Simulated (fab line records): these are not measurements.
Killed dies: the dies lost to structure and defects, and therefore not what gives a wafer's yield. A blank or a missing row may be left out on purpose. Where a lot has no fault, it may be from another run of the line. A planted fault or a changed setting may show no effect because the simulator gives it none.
The tool behind it: which one? + flow berkeleyCmos170 + 14 lots, 42 wafers sampled, at 4 steps of a route of 331

## WHAT EACH GAUGE READ, for each wafer
UCB170_PFIELD_OVL_MEAS_06.
| lot  | measured    | on         | PFIELD_OVL (nm) |
|------|-------------|------------|-----------------|
| L715 | day 4 12:04 | overlay-02 | -6 7 -3         |
| L716 | day 4 18:58 | overlay-01 | 0 5 6           |
| L717 | day 4 18:50 | overlay-02 | 7 3 5           |
| L720 | day 5 09:31 | overlay-01 | -3 6 10         |
| L727 | day 6 22:16 | overlay-02 | 7 6 5           |
| L728 | day 6 22:32 | overlay-01 | -3 0 7          |
| L729 | day 7 05:55 | overlay-01 | 3 3 -3          |
| L731 | day 8 00:16 | overlay-02 | 1 1 2           |
| L732 | day 8 09:49 | overlay-02 | 3 1 3           |
| L733 | day 8 09:05 | overlay-01 | 5 -6 -4         |
| L734 | day 8 14:23 | overlay-02 | 0 -5 4          |
| L735 | day 8 23:56 | overlay-02 | 12 4 4          |
| L737 | day 9 00:43 | overlay-02 | -3 9 7          |
| L736 | day 9 00:39 | overlay-01 | -2 -4 -4        |

UCB170_SACOX_THK_MEAS_02.
| lot  | measured    | on           | SACOX_OXIDE_THK (nm) |
|------|-------------|--------------|----------------------|
| L715 | day 5 06:19 | filmMetro-01 | 14.45 14.75 14.62    |
| L716 | day 5 11:08 | filmMetro-02 | 14.11 13.84 13.88    |
| L717 | day 5 11:09 | filmMetro-01 | 14.04 13.96 14.16    |
| L720 | day 6 06:07 | filmMetro-03 | 14.43 14.62 14.68    |
| L727 | day 7 17:28 | filmMetro-02 | 13.97 14.34 14.14    |
| L728 | day 7 17:28 | filmMetro-03 | 14.09 13.92 13.89    |
| L729 | day 8 02:08 | filmMetro-03 | 14.40 14.06 14.27    |
| L731 | day 8 17:37 | filmMetro-01 | 14.32 14.23 14.25    |
| L732 | day 9 05:31 | filmMetro-02 | 13.89 14.07 13.99    |
| L733 | day 9 05:30 | filmMetro-03 | 14.34 14.36 14.23    |
| L734 | day 9 10:22 | filmMetro-03 | 14.76 14.35 14.72    |
| L735 | day 9 17:46 | filmMetro-01 | 14.41 14.49 14.82    |
| L737 | day 9 17:46 | filmMetro-03 | 14.81 14.74 14.68    |
| L736 | day 9 17:46 | filmMetro-02 | 14.74 15.08 14.98    |

## TOOL THAT RAN EACH LOT (tool first, then ch and the chambers of the sampled wafers, then the start)
| lot  | UCB170_PWELL_STRIP_16              | UCB170_PFIELD_IMPLANT_07       |
|------|------------------------------------|--------------------------------|
| L715 | plasmaAsher-03 ch 0,1, day 3 02:32 | implanter-01 ch 0, day 4 12:07 |
| L716 | plasmaAsher-01 ch 0,1, day 3 10:04 | implanter-01 ch 0, day 4 18:59 |
| L717 | plasmaAsher-01 ch 0,1, day 3 10:11 | implanter-04 ch 0, day 4 18:55 |
| L720 | plasmaAsher-01 ch 0,1, day 4 08:02 | implanter-01 ch 0, day 5 09:34 |
| L727 | plasmaAsher-02 ch 0,1, day 5 16:43 | implanter-04 ch 0, day 6 22:20 |
| L728 | plasmaAsher-02 ch 0, day 5 16:46   | implanter-02 ch 0, day 6 22:35 |
| L729 | plasmaAsher-02 ch 0,1, day 5 22:20 | implanter-04 ch 0, day 7 05:58 |
| L731 | plasmaAsher-03 ch 0,1, day 6 14:46 | implanter-01 ch 0, day 8 00:19 |
| L732 | plasmaAsher-02 ch 0,1, day 7 00:32 | implanter-01 ch 0, day 8 09:52 |
| L733 | plasmaAsher-03 ch 0,1, day 7 00:47 | implanter-02 ch 0, day 8 09:07 |
| L734 | plasmaAsher-01 ch 0,1, day 7 09:52 | implanter-02 ch 0, day 8 14:29 |
| L735 | plasmaAsher-01 ch 0,1, day 7 15:58 | implanter-04 ch 0, day 8 23:58 |
| L737 | plasmaAsher-02 ch 0,1, day 7 18:20 | implanter-02 ch 0, day 9 00:47 |
| L736 | plasmaAsher-01 ch 0,1, day 7 18:34 | implanter-01 ch 0, day 9 00:41 |
- UCB170_PWELL_STRIP_16: strips in O2.
- UCB170_PFIELD_IMPLANT_07

## WHAT THE TOOLS THEMSELVES READ (means of the sampled wafers that have a number; where no wafer has one, the mark that the record gives instead)
UCB170_PWELL_STRIP_16.
| lot  | tool           | drypumpMotorCurrentA (A) | oesProductAu (a.u.) | stripTimeToEndpointS (s) |
|------|----------------|--------------------------|---------------------|--------------------------|
| L715 | plasmaAsher-03 | 6.0                      | 0.722               | 18.03                    |
| L716 | plasmaAsher-01 | 5.5                      | 0.721               | 18.13                    |
| L717 | plasmaAsher-01 | 5.8                      | 0.719               | 18.00                    |
| L720 | plasmaAsher-01 | 5.7                      | 0.718               | 18.19                    |
| L727 | plasmaAsher-02 | 5.7                      | 0.727               | 18.02                    |
| L728 | plasmaAsher-02 | 6.3                      | 0.715               | 18.15                    |
| L729 | plasmaAsher-02 | 6.0                      | 0.726               | 17.92                    |
| L731 | plasmaAsher-03 | 6.1                      | 0.716               | 18.21                    |
| L732 | plasmaAsher-02 | 6.0                      | 0.718               | 17.97                    |
| L733 | plasmaAsher-03 | 6.0                      | 0.722               | 18.30                    |
| L734 | plasmaAsher-01 | 5.8                      | 0.722               | 18.03                    |
| L735 | plasmaAsher-01 | 5.8                      | 0.724               | 18.17                    |
| L737 | plasmaAsher-02 | 6.0                      | 0.719               | 17.99                    |
| L736 | plasmaAsher-01 | 5.5                      | 0.720               | 18.02                    |

UCB170_PFIELD_IMPLANT_07.
| lot  | tool         | tiltDeg (degrees) |
|------|--------------|-------------------|
| L715 | implanter-01 | 7.000             |
| L716 | implanter-01 | 5.720             |
| L717 | implanter-04 | 7.016             |
| L720 | implanter-01 | 5.712             |
| L727 | implanter-04 | 6.975             |
| L728 | implanter-02 | 7.025             |
| L729 | implanter-04 | 6.977             |
| L731 | implanter-01 | 6.980             |
| L732 | implanter-01 | 6.997             |
| L733 | implanter-02 | 6.992             |
| L734 | implanter-02 | 6.972             |
| L735 | implanter-04 | 7.012             |
| L737 | implanter-02 | 7.018             |
| L736 | implanter-01 | 7.003             |

## THE ANSWER, worked out from the rows above alone
Rule: what is usual is taken from the lots themselves. The widest of any qualifying gaps counts: lots, ordered by their means at a reading, are off when they make up no more than a third of the lots, leave a main group of 4 or more, and stand apart from it by 3 or more times the standard deviation of that group's means. If all means in a main group match to the digits the tables above print for the reading, that group is not used. A lot without any number at a reading at which 4 lots or more have one is off too. Where the step has rows for the other lots, those lots are counted as sound. Order of review: gauges by route order, followed by the tools' own readings, for which a lot's mean as printed above is used. At the first step where some lot is off, the reading lying furthest off is the one used; lots without a number count as furthest.
Off at UCB170_PFIELD_IMPLANT_07 (tiltDeg): L716, L720. The main group: mean 6.997 degrees, standard deviation 0.018.
If a tool, at that step or one of the process steps before it, ran each lot that is off and ran no sound lot following the first of them, it fits. None of those tried fits.

## WHAT THE SIMULATOR PUT IN
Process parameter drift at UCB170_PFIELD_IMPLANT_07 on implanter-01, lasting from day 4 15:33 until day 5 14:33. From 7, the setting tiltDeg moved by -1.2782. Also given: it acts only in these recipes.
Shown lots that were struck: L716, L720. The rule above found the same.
